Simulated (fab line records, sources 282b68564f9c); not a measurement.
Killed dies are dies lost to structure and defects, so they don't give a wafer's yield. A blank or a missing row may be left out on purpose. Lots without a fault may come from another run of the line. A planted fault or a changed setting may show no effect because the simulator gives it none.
fab line records | flow rit_cmos
record lots=5 wafers=15 last_day=6
route steps=202 shown CONTACT@182 M1@184
lots that met no fault: from a run of the same line without faults
start_h: hours from the record's first day to the start of the lot's first wafer shown | wait_h: hours since the lot's step before | " the same as in the row above | L1.1+2: a row that stands for several wafers | - no value, or no start given | * or withheld: withheld | < > ~ a bound
route shown NAME@n: a module of which the file shows steps, and the number in the route of the first | usual: mean/standard deviation of fault-free wafers | same: alike in all rows | chamber/n: place in a boat | sites: the reading at each site | _std_site: their standard deviation | _edge_site: outer sites' mean less inner sites' | radius_mm: how far each site lies from the wafer's centre | mask NAME#n: copy n | behind: the tool/chamber that last shaped the wafer | hold: why the lot was held/for how many hours/how that ended | device: the transistor (n, p or np) that didn't switch | end of line: the same wafers' tests at the end of the route | a step without rows: its recipe alone | killed: dies lost to structure and defects at the first sort, not the wafer's yield | map: a wafer's dies, x killed, . not, _ none there
set.NAME: the setting as run; set.NAME@STEP: as run at that earlier step | model.NAME: the simulator's own value behind a step, which no gauge read
lots at some steps of the route; a table a step, a row a wafer
services: from which hour (start_h, from the record's first day; less than 0 if before it) a tool's chamber was out of use, for how many hours, and why
## steps
# step RIT_CONTACT_CLEAN_13
# recipe chemistry=SC1 mix=3:3:50 time_s=600 temp_c=75
# usual bath_heat_duty_pct=14.8/1.7
# columns lot.wafer tool chamber start_h wait_h bath_heat_duty_pct
L081.2 wet_bench-02 0 90.39 0.1 15.1
L081.5 " 0 " " 13.6
L081.6 " 0 " " 13.3
L084.2 wet_bench-02 3 107.38 0.1 15.4
L084.4 " 3 " " 14.3
L084.6 " 3 " " 14.6
L085.1 wet_bench-01 3 115.44 0.1 14.1
L085.3 " 3 " " 12.9
L085.6 " 3 " " 12.3
L087.1 wet_bench-02 3 122.03 0.1 14.7
L087.4 " 3 " " 13.2
L087.6 " 3 " " 14.8
L092.2 wet_bench-02 2 146.28 0.1 15.4
L092.3 " 2 " " 15.6
L092.6 " 2 " " 16.2
# step RIT_CONTACT_CLEAN_14
# recipe chemistry=SC2 mix=3:3:50 time_s=600 temp_c=75 dry=n2_spin
# usual bath_heat_duty_pct=15.0/1.5
# columns lot.wafer tool chamber start_h wait_h bath_heat_duty_pct
L081.2 wet_bench-03 2 90.74 0.0 15.6
L081.5 " 2 " " 17.2
L081.6 " 2 " " 14.6
L084.2 wet_bench-03 0 107.55 0.0 16.3
L084.4 " 0 " " 17.1
L084.6 " 0 " " 15.7
L085.1 wet_bench-02 0 115.63 0.0 13.4
L085.3 " 0 " " 14.2
L085.6 " 0 " " 14.9
L087.1 wet_bench-03 3 122.21 0.0 13.8
L087.4 " 3 " " 13.3
L087.6 " 3 " " 12.4
L092.2 wet_bench-03 0 146.46 0.0 16.6
L092.3 " 0 " " 16.1
L092.6 " 0 " " 16.9
# step RIT_M1_SPUTTER_00
# recipe material=Al target_thk_nm=400 power_w=2000 chamber_pressure_pa=0.4 gas=Ar time_s=500 substrate_temp_c=25
# usual chamber_pressure_pa=0.4000/0.00076 throttle_valve_pct=30.0/0.97
# columns lot.wafer tool chamber start_h wait_h chamber_pressure_pa throttle_valve_pct
L081.2 pvd_sputter-02 - 90.92 0.0 0.3995 30.1
L081.5 " - " " 0.3994 30.0
L081.6 " - " " 0.3999 30.2
L084.2 pvd_sputter-01 - 107.74 0.0 0.3987 30.9
L084.4 " - " " 0.3993 30.7
L084.6 " - " " 0.3996 30.8
L085.1 pvd_sputter-02 - 115.80 0.0 0.3999 29.8
L085.3 " - " " 0.4007 28.9
L085.6 " - " " 0.3999 28.5
L087.1 pvd_sputter-02 - 122.38 0.0 0.4007 28.8
L087.4 " - " " 0.4006 30.3
L087.6 " - " " 0.3999 30.3
L092.2 pvd_sputter-04 - 146.63 0.0 0.4001 31.4
L092.3 " - " " 0.4006 31.1
L092.6 " - " " 0.4002 31.4
# step RIT_M1_RS_MEAS_01
# recipe thk_meas_gauge=four-point-probe reads=Al_of_M1_SPUTTER_00
# usual M1_AL_RS=0.0737/0.0008
# columns lot.wafer tool chamber start_h wait_h M1_AL_RS[ohm/sq]
L081.2 film_metro-03 - 91.23 0.2 0.0730
L081.5 " - " " 0.0731
L081.6 " - " " 0.0738
L084.2 film_metro-02 - 108.06 0.2 0.0744
L084.4 " - " " 0.0735
L084.6 " - " " 0.0733
L085.1 film_metro-04 - 116.10 0.1 0.0733
L085.3 " - " " 0.0735
L085.6 " - " " 0.0741
L087.1 film_metro-02 - 122.68 0.1 0.0729
L087.4 " - " " 0.0743
L087.6 " - " " 0.0738
L092.2 film_metro-02 - 146.95 0.2 0.0725
L092.3 " - " " 0.0738
L092.6 " - " " 0.0731
# step RIT_M1_THK_MEAS_02
# recipe thk_meas_gauge=xrf reads=Al_of_M1_SPUTTER_00
# usual M1_AL_THK=399/5
# columns lot.wafer tool chamber start_h wait_h M1_AL_THK[nm]
L081.2 film_metro-03 - 91.34 0.1 402
L081.5 " - " " 402
L081.6 " - " " 398
L084.2 film_metro-02 - 108.17 0.1 390
L084.4 " - " " 396
L084.6 " - " " 397
L085.1 film_metro-04 - 116.22 0.1 405
L085.3 " - " " 402
L085.6 " - " " 401
L087.1 film_metro-02 - 122.80 0.1 400
L087.4 " - " " 395
L087.6 " - " " 395
L092.2 film_metro-02 - 147.06 0.1 403
L092.3 " - " " 399
L092.6 " - " " 402
# step RIT_M1_HMDS_03
# recipe prime_time_s=60 prime_temp_c=140
# usual exhaust_pa=45.0/0.87
# columns lot.wafer tool chamber start_h wait_h exhaust_pa
L081.2 litho_track-01 0 91.42 0.1 46.0
L081.5 " 0 " " 45.6
L081.6 " 0 " " 44.5
L084.2 litho_track-03 0 108.24 0.1 45.7
L084.4 " 0 " " 44.2
L084.6 " 0 " " 44.3
L085.1 litho_track-02 0 116.28 0.1 45.8
L085.3 " 0 " " 46.2
L085.6 " 0 " " 44.9
L087.1 litho_track-02 0 122.86 0.1 44.7
L087.4 " 0 " " 44.3
L087.6 " 0 " " 44.5
L092.2 litho_track-01 0 147.13 0.1 45.3
L092.3 " 0 " " 45.3
L092.6 " 0 " " 44.9
# step RIT_M1_COAT_04
# recipe resist=NOVOLAK spin_rpm=2000 resist_thk_nm=1300
# usual exhaust_pa=45.0/0.87
# columns lot.wafer tool chamber start_h wait_h exhaust_pa
L081.2 litho_track-01 0 91.57 0.1 45.4
L081.5 " 0 " " 46.0
L081.6 " 0 " " 44.4
L084.2 litho_track-03 0 108.39 0.1 45.3
L084.4 " 0 " " 45.9
L084.6 " 0 " " 43.9
L085.1 litho_track-02 0 116.43 0.1 44.6
L085.3 " 0 " " 44.2
L085.6 " 0 " " 45.0
L087.1 litho_track-02 0 123.01 0.1 45.9
L087.4 " 0 " " 45.4
L087.6 " 0 " " 46.0
L092.2 litho_track-01 0 147.28 0.1 45.6
L092.3 " 0 " " 45.0
L092.6 " 0 " " 45.8
# step RIT_M1_SOFTBAKE_05
# recipe resist=NOVOLAK temp_c=90 time_s=60
# usual exhaust_pa=45.1/0.87
# columns lot.wafer tool chamber start_h wait_h exhaust_pa
L081.2 litho_track-01 0 91.72 0.1 44.5
L081.5 " 0 " " 46.9
L081.6 " 0 " " 45.7
L084.2 litho_track-03 0 108.54 0.1 44.6
L084.4 " 0 " " 45.2
L084.6 " 0 " " 44.2
L085.1 litho_track-02 0 116.58 0.1 45.7
L085.3 " 0 " " 45.0
L085.6 " 0 " " 45.2
L087.1 litho_track-02 0 123.16 0.1 46.1
L087.4 " 0 " " 45.9
L087.6 " 0 " " 47.5
L092.2 litho_track-01 0 147.43 0.1 45.1
L092.3 " 0 " " 45.5
L092.6 " 0 " " 45.1
# step RIT_M1_EXPOSE_06
# recipe mask_id=M12 na=0.6 source_shape=conventional sigma_outer=0.5 target_cd_nm=2600 dose_mj=250
# usual reticle_temp_C=23.00/0.1
# columns lot.wafer tool chamber start_h wait_h mask reticle_temp_C
L081.2 iline_stepper-02 0 91.86 0.1 M12#0 23.01
L081.5 " 0 " " M12#0 23.12
L081.6 " 0 " " M12#0 22.94
L084.2 iline_stepper-01 0 108.81 0.2 M12#0 22.96
L084.4 " 0 " " M12#0 22.86
L084.6 " 0 " " M12#0 23.07
L085.1 iline_stepper-01 0 116.73 0.1 M12#0 22.97
L085.3 " 0 " " M12#0 23.11
L085.6 " 0 " " M12#0 23.00
L087.1 iline_stepper-02 0 123.43 0.2 M12#0 23.02
L087.4 " 0 " " M12#0 22.87
L087.6 " 0 " " M12#0 22.84
L092.2 iline_stepper-02 0 147.58 0.1 M12#0 22.88
L092.3 " 0 " " M12#0 22.85
L092.6 " 0 " " M12#0 23.02
# step RIT_M1_PEB_07
# recipe resist=NOVOLAK temp_c=withheld time_s=withheld
# usual exhaust_pa=45.0/0.97
# columns lot.wafer tool chamber start_h wait_h exhaust_pa
L081.2 litho_track-02 0 91.99 0.1 46.0
L081.5 " 0 " " 46.1
L081.6 " 0 " " 47.3
L084.2 litho_track-03 0 108.93 0.1 44.1
L084.4 " 0 " " 44.2
L084.6 " 0 " " 44.4
L085.1 litho_track-01 0 116.86 0.1 45.4
L085.3 " 0 " " 45.2
L085.6 " 0 " " 45.0
L087.1 litho_track-03 0 123.55 0.1 44.4
L087.4 " 0 " " 43.8
L087.6 " 0 " " 45.1
L092.2 litho_track-01 0 147.70 0.1 42.9
L092.3 " 0 " " 44.1
L092.6 " 0 " " 43.7
# step RIT_M1_DEVELOP_08
# recipe resist=NOVOLAK develop_time_s=68 dev_temp_c=23
# usual exhaust_pa=45.0/0.87
# columns lot.wafer tool chamber start_h wait_h exhaust_pa
L081.2 litho_track-02 0 - - 45.3
L081.5 " 0 " " 43.6
L081.6 " 0 " " 44.8
L084.2 litho_track-03 0 - - 42.9
L084.4 " 0 " " 43.8
L084.6 " 0 " " 43.4
L085.1 litho_track-01 0 - - 45.8
L085.3 " 0 " " 45.2
L085.6 " 0 " " 44.8
L087.1 litho_track-03 0 - - 45.3
L087.4 " 0 " " 45.6
L087.6 " 0 " " 45.4
L092.2 litho_track-01 0 - - 45.6
L092.3 " 0 " " 46.1
L092.6 " 0 " " 45.4
# step RIT_M1_CD_MEAS_09
# recipe target_cd_nm=2600
# usual cd_nm=2599.3/2.2
# columns lot.wafer tool chamber start_h wait_h cd_nm
L081.2 cd_sem-01 - 92.29 - 2598.7
L081.5 " - " " 2599.7
L081.6 " - " " 2600.0
L084.2 cd_sem-02 - 109.24 - 2595.6
L084.4 " - " " 2595.9
L084.6 " - " " 2597.9
L085.1 cd_sem-02 - 117.18 - 2600.9
L085.3 " - " " 2598.8
L085.6 " - " " 2597.7
L087.1 cd_sem-02 - 123.86 - 2597.3
L087.4 " - " " 2598.0
L087.6 " - " " 2598.7
L092.2 cd_sem-02 - 148.01 - 2598.6
L092.3 " - " " 2597.4
L092.6 " - " " 2598.2
# step RIT_M1_OVL_MEAS_10
# usual M1_OVL=1.0/1.7
# columns lot.wafer tool chamber start_h wait_h M1_OVL[nm]
L081.2 overlay-01 - 92.40 0.1 0.3
L081.5 " - " " 2.6
L081.6 " - " " 2.4
L084.2 overlay-02 - 109.35 0.1 -0.3
L084.4 " - " " -0.7
L084.6 " - " " -1.8
L085.1 overlay-01 - 117.30 0.1 -0.8
L085.3 " - " " -1.8
L085.6 " - " " -1.8
L087.1 overlay-01 - 123.98 0.1 1.1
L087.4 " - " " 1.9
L087.6 " - " " 3.3
L092.2 overlay-02 - 148.11 0.1 3.2
L092.3 " - " " 3.5
L092.6 " - " " 3.0
# step RIT_M1_HARDBAKE_11
# recipe resist=NOVOLAK temp_c=140 time_s=120
# usual exhaust_pa=44.9/0.87
# columns lot.wafer tool chamber start_h wait_h exhaust_pa
L081.2 litho_track-03 0 92.47 0.1 45.7
L081.5 " 0 " " 46.8
L081.6 " 0 " " 46.3
L084.2 litho_track-03 0 109.42 0.1 44.8
L084.4 " 0 " " 44.0
L084.6 " 0 " " 45.2
L085.1 litho_track-03 0 117.33 0.0 44.4
L085.3 " 0 " " 44.8
L085.6 " 0 " " 44.2
L087.1 litho_track-02 0 124.02 0.0 45.2
L087.4 " 0 " " 43.9
L087.6 " 0 " " 44.6
L092.2 litho_track-01 0 148.18 0.1 45.4
L092.3 " 0 " " 44.2
L092.6 " 0 " " 45.5
# step RIT_M1_METAL_ETCH_12
# recipe stop_on=SiO2 chemistry=Cl2/BCl3 target=Al time_s=165 over_etch_frac=0.5 pressure_mtorr=100 target_depth_a=6000 rf_w=247.3 Cl2_flow_sccm=60 bcl3_flow_sccm=50
# usual drypump_motor_current_A=5.8/0.69 oes_product_au=0.773/0.013 throttle_valve_pct=8.21/0.1
# columns lot.wafer tool chamber start_h wait_h drypump_motor_current_A oes_product_au rf_hours_counter_h throttle_valve_pct
L081.2 rie_metal-03 0 92.68 0.2 5.4 0.766 4 8.34
L081.5 " 1 " " 6.6 0.781 - 8.19
L081.6 " 0 " " 5.4 0.772 - 8.35
L084.2 rie_metal-03 0 109.63 0.2 5.4 0.762 4 8.36
L084.4 " 0 " " 5.4 0.767 - 8.36
L084.6 " 1 " " 6.6 0.767 - 8.20
L085.1 rie_metal-01 0 117.58 0.2 6.3 0.791 3 8.13
L085.3 " 0 " " 6.3 0.783 - 8.14
L085.6 " 0 " " 6.4 0.785 - 8.13
L087.1 rie_metal-03 1 124.27 0.2 6.6 0.778 4 8.19
L087.4 " 0 " " 5.4 0.758 - 8.34
L087.6 " 1 " " 6.6 0.770 - 8.17
L092.2 rie_metal-03 1 148.39 0.2 6.5 0.775 5 8.20
L092.3 " 1 " " 6.6 0.775 - 8.20
L092.6 " 1 " " 6.5 0.784 - 8.19
# step RIT_M1_STRIP_13
# recipe chemistry=nmp resist=NOVOLAK temp_c=80 time_s=600 dry=n2_spin
# usual bath_heat_duty_pct=17.2/1.6
# columns lot.wafer tool chamber start_h wait_h bath_heat_duty_pct
L081.2 wet_bench-04 0 92.84 0.1 14.6
L081.5 " 0 " " 14.7
L081.6 " 0 " " 13.5
L084.2 wet_bench-02 2 109.79 0.1 18.6
L084.4 " 2 " " 18.3
L084.6 " 2 " " 17.1
L085.1 wet_bench-04 1 117.75 0.1 19.1
L085.3 " 1 " " 18.4
L085.6 " 1 " " 20.5
L087.1 wet_bench-04 2 124.43 0.1 18.2
L087.4 " 2 " " 17.1
L087.6 " 2 " " 18.1
L092.2 wet_bench-04 2 148.55 0.1 18.8
L092.3 " 2 " " 18.1
L092.6 " 2 " " 17.6
# step RIT_M1_STRIP_14
# recipe chemistry=O2 time_s=180 platen_temp_c=withheld power_w=500 pressure_mtorr=4000 o2_flow_sccm=4000
# usual drypump_motor_current_A=5.8/0.37
# columns lot.wafer tool chamber start_h wait_h drypump_motor_current_A rf_hours_counter_h
L081.2 plasma_asher-02 1 93.03 0.0 5.8 44
L081.5 " 0 " " 5.7 -
L081.6 " 1 " " 5.8 -
L084.2 plasma_asher-01 1 109.96 0.0 6.5 49
L084.4 " 0 " " 5.2 -
L084.6 " 0 " " 5.2 -
L085.1 plasma_asher-02 0 117.94 0.0 5.7 0
L085.3 " 1 " " 5.8 -
L085.6 " 0 " " 5.7 -
L087.1 plasma_asher-02 0 124.61 0.0 5.7 1
L087.4 " 0 " " 5.7 -
L087.6 " 0 " " 5.7 -
L092.2 plasma_asher-01 0 148.75 0.0 5.2 54
L092.3 " 1 " " 6.5 -
L092.6 " 0 " " 5.2 -
# step RIT_M1_CD_MEAS_90
# recipe target_cd_nm=2600
# usual cd_nm=2600.2/2.8
# columns lot.wafer tool chamber start_h wait_h cd_nm
L081.2 cd_sem-02 - 93.23 0.1 2599.7
L081.5 " - " " 2600.3
L081.6 " - " " 2600.1
L084.2 cd_sem-02 - 110.16 0.1 2596.2
L084.4 " - " " 2597.3
L084.6 " - " " 2599.2
L085.1 cd_sem-01 - 118.11 0.1 2603.3
L085.3 " - " " 2600.2
L085.6 " - " " 2598.2
L087.1 cd_sem-02 - 124.78 0.1 2596.6
L087.4 " - " " 2598.4
L087.6 " - " " 2599.2
L092.2 cd_sem-02 - 148.94 0.1 2599.2
L092.3 " - " " 2598.1
L092.6 " - " " 2597.8
# step RIT_M1_ANNEAL_15
# recipe temp_c=452.5 time_s=1800 ambient=forming_gas_H2N2
# columns lot.wafer tool chamber start_h wait_h
L081.2+5+6 furnace-02 0 93.33 0.1
L084.2+4+6 furnace-02 0 110.26 0.1
L085.1+3+6 furnace-02 0 118.23 0.1
L087.1+4+6 furnace-02 0 124.90 0.1
L092.2+3+6 furnace-02 0 149.04 0.1
# step RIT_M1_BOW_MEAS_16
# recipe mode=bow
# usual M1_BOW=16/6.8
# columns lot.wafer tool chamber start_h wait_h M1_BOW[um]
L081.2 film_metro-03 - 94.85 0.0 11
L081.5 " - " " 20
L081.6 " - " " 10
L084.2 film_metro-02 - 111.78 0.0 -5
L084.4 " - " " 30
L084.6 " - " " 14
L085.1 film_metro-04 - 119.73 0.0 18
L085.3 " - " " 23
L085.6 " - " " 11
L087.1 film_metro-03 - 126.40 0.0 12
L087.4 " - " " 22
L087.6 " - " " 12
L092.2 film_metro-04 - 150.56 0.0 14
L092.3 " - " " 12
L092.6 " - " " 0
# step RIT_M1_PROBE_99
# usual defect_limited_yield=97.4/1.2 killed_at_front_end=7/3.3 killed_dies=7/3.3 killed_open=3.3/1.9 killed_short=3.6/2.1 sort_bin_3_pad_short=0.1/0.23 sort_bin_5_function=1.5/0.92 sort_bin_6_memory=1.0/0.64 sort_n_pass=257/3.3 sort_yield_pct=97.4/1.2
# same gross_dies=264 killed_at_M0_to_M3=0 killed_at_M4_up=0 killed_at_back_side=0 killed_at_contacts=0 killed_at_other=0
# columns lot.wafer tool chamber start_h wait_h defect_limited_yield[%] killed_at_front_end killed_dies killed_open killed_short sort_bin_3_pad_short[%] sort_bin_5_function[%] sort_bin_6_memory[%] sort_n_pass sort_yield_pct[%]
L081.2 prober-02 - 95.00 0.1 95.8 11 11 5 6 0.8 1.9 1.5 253 95.8
L081.5 prober-02 - 95.15 0.2 97.3 7 7 2 5 0 0.8 1.9 257 97.3
L081.6 prober-02 - 95.20 0.2 98.1 5 5 3 2 0 0.4 1.5 259 98.1
L084.2 prober-01 - 111.93 0.1 96.6 9 9 5 4 0 3.0 0.4 255 96.6
L084.4 prober-01 - 112.03 0.2 97.3 7 7 5 2 0 1.5 1.1 257 97.3
L084.6 prober-01 - 112.13 0.2 98.5 4 4 1 3 0 0.4 1.1 260 98.5
L085.1 prober-02 - 119.85 0.1 97.3 7 7 3 4 0 1.1 1.5 257 97.3
L085.3 prober-02 - 119.95 0.2 97.3 7 7 4 3 0.4 1.5 0.8 257 97.3
L085.6 prober-02 - 120.10 0.2 96.2 10 10 6 4 0 3.0 0.8 254 96.2
L092.2 prober-01 - 150.71 0.1 97.3 7 7 4 3 0 0.8 1.9 257 97.3
L092.3 prober-01 - 150.76 0.2 99.6 1 1 0 1 0 0.4 0 263 99.6
L092.6 prober-01 - 150.91 0.2 96.6 9 9 3 6 0 2.3 1.1 255 96.6
# killed by level:class
L081.2 GATE:geometric_particle:short=4 GATE:geometric_particle:open=3 FOX2:geometric_particle:open=1 SPACER:geometric_particle:short=1 SILICIDE:geometric_particle:short=1 SILICIDE:geometric_particle:open=1
L081.5 GATE:geometric_particle:short=3 GATE:geometric_particle:open=2 FOX2:geometric_particle:short=1 SILICIDE:geometric_particle:short=1
L081.6 GATE:geometric_particle:short=2 FOX1:geometric_particle:open=1 FOX2:geometric_particle:open=1 SILICIDE:geometric_particle:open=1
L084.2 FOX1:geometric_particle:open=2 FOX2:geometric_particle:short=2 FOX1:geometric_particle:short=1 FOX2:geometric_particle:open=1 GATE:geometric_particle:short=1 SPACER:geometric_particle:open=1 SILICIDE:geometric_particle:open=1
L084.4 REOX:geometric_particle:open=3 GATE:geometric_particle:short=2 SILICIDE:geometric_particle:open=2
L084.6 FOX1:geometric_particle:short=1 GATE:geometric_particle:short=1 REOX:geometric_particle:short=1 SPACER:geometric_particle:open=1
L085.1 GATE:geometric_particle:short=4 FOX1:geometric_particle:open=1 FOX2:geometric_particle:open=1 GATE:geometric_particle:open=1
L085.3 GATE:geometric_particle:open=3 SPACER:geometric_particle:short=2 FOX1:geometric_particle:open=1 GATE:geometric_particle:short=1
L085.6 FOX1:geometric_particle:short=2 GATE:geometric_particle:short=2 SPACER:geometric_particle:open=2 FOX1:geometric_particle:open=1 GATE:geometric_particle:open=1 REOX:geometric_particle:open=1 SILICIDE:geometric_particle:open=1
L092.2 GATE:geometric_particle:open=3 GATE:geometric_particle:short=2 REOX:geometric_particle:short=1 SPACER:geometric_particle:open=1
L092.3 SPACER:geometric_particle:short=1
L092.6 REOX:geometric_particle:short=5 GATE:geometric_particle:open=2 FOX2:geometric_particle:short=1 REOX:geometric_particle:open=1
## services
# columns tool chamber start_h hours kind
wet_bench-03 - 79.36 2.7 repair
plasma_asher-02 - 108.75 9.0 pm
plasma_asher-02 0 108.75 9.0 vent_cycle
plasma_asher-02 1 108.75 9.0 vent_cycle
wet_bench-03 - 111.24 2.2 repair
rie_metal-01 - 112.99 1.4 pm
plasma_asher-02 0 117.75 - clean
plasma_asher-02 1 117.75 - clean
rie_metal-01 - 124.36 28.1 pm
plasma_asher-01 - 129.07 1.5 repair
iline_stepper-01 - 130.23 28.9 pm
pvd_sputter-01 - 138.47 10.1 repair
## key
fault none
